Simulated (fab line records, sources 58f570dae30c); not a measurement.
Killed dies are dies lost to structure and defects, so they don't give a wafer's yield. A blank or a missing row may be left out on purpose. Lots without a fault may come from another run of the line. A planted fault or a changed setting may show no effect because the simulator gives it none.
Which tool did it? | flow berkeley_cmos170 | 7 lots, 21 wafers sampled, at 2 steps of a route of 331

WHAT THE GAUGES READ, wafer by wafer
UCB170_NLDD_TW_MEAS_11.
lot  | measured     | on            | NLDD_TW
L497 | day 6 04:03  | film_metro-04 | 2220 2220 2216
L501 | day 7 09:15  | film_metro-01 | 2212 2219 2222
L503 | day 8 10:25  | film_metro-04 | 2210 2226 2217
L506 | day 8 18:51  | film_metro-03 | 2209 2208 2215
L510 | day 9 02:42  | film_metro-01 | 2068 2046 2042
L515 | day 10 13:25 | film_metro-01 | 2212 2192 2214
L518 | day 11 14:29 | film_metro-01 | 2207 2218 2220

WHICH TOOL RAN EACH LOT (tool, then ch and the chambers of the sampled wafers, then the start)
lot  | UCB170_NLDD_IMPLANT_09
L497 | implanter-01 ch 0, day 6 03:49
L501 | implanter-04 ch 0, day 7 09:00
L503 | implanter-03 ch 0, day 8 10:10
L506 | implanter-03 ch 0, day 8 18:36
L510 | implanter-03 ch 0, day 9 02:27
L515 | implanter-04 ch 0, day 10 13:10
L518 | implanter-04 ch 0, day 11 14:16
- UCB170_NLDD_IMPLANT_09

THE ANSWER, worked out from the rows above alone
Rule: what is usual is taken from the lots themselves. Put in order of their means at a reading, lots are off if they are a third of the lots or fewer, leave a main group of 4 or more, and stand apart from it by a gap of 3 or more times the standard deviation of the main group's means; of several such gaps the widest counts. A main group whose means are all the same, to the digits that the tables above print for the reading, isn't used. A lot without any number at a reading at which 4 lots or more have one is off too. The other lots that the step has rows for count as sound.
Off: L510, at UCB170_NLDD_TW_MEAS_11 (NLDD_TW). The main group: mean 2214, standard deviation 4.6.
A tool fits if, at a process step before that reading, it ran every lot that is off, and no sound lot after the first of them. The gauges at UCB170_NLDD_TW_MEAS_11 are tried like those tools. One fits: implanter-03 at UCB170_NLDD_IMPLANT_09. Its last sound lot is L506 (day 8 18:36), its first lot that is off L510 (day 9 02:27): a fault that began between those two fits.

WHAT THE SIMULATOR HAD PUT IN
Process parameter drift: implanter-03, from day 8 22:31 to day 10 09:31, at UCB170_NLDD_IMPLANT_09. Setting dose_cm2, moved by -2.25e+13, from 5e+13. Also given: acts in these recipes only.
Lots struck among those shown: L510. The rule above found the same.
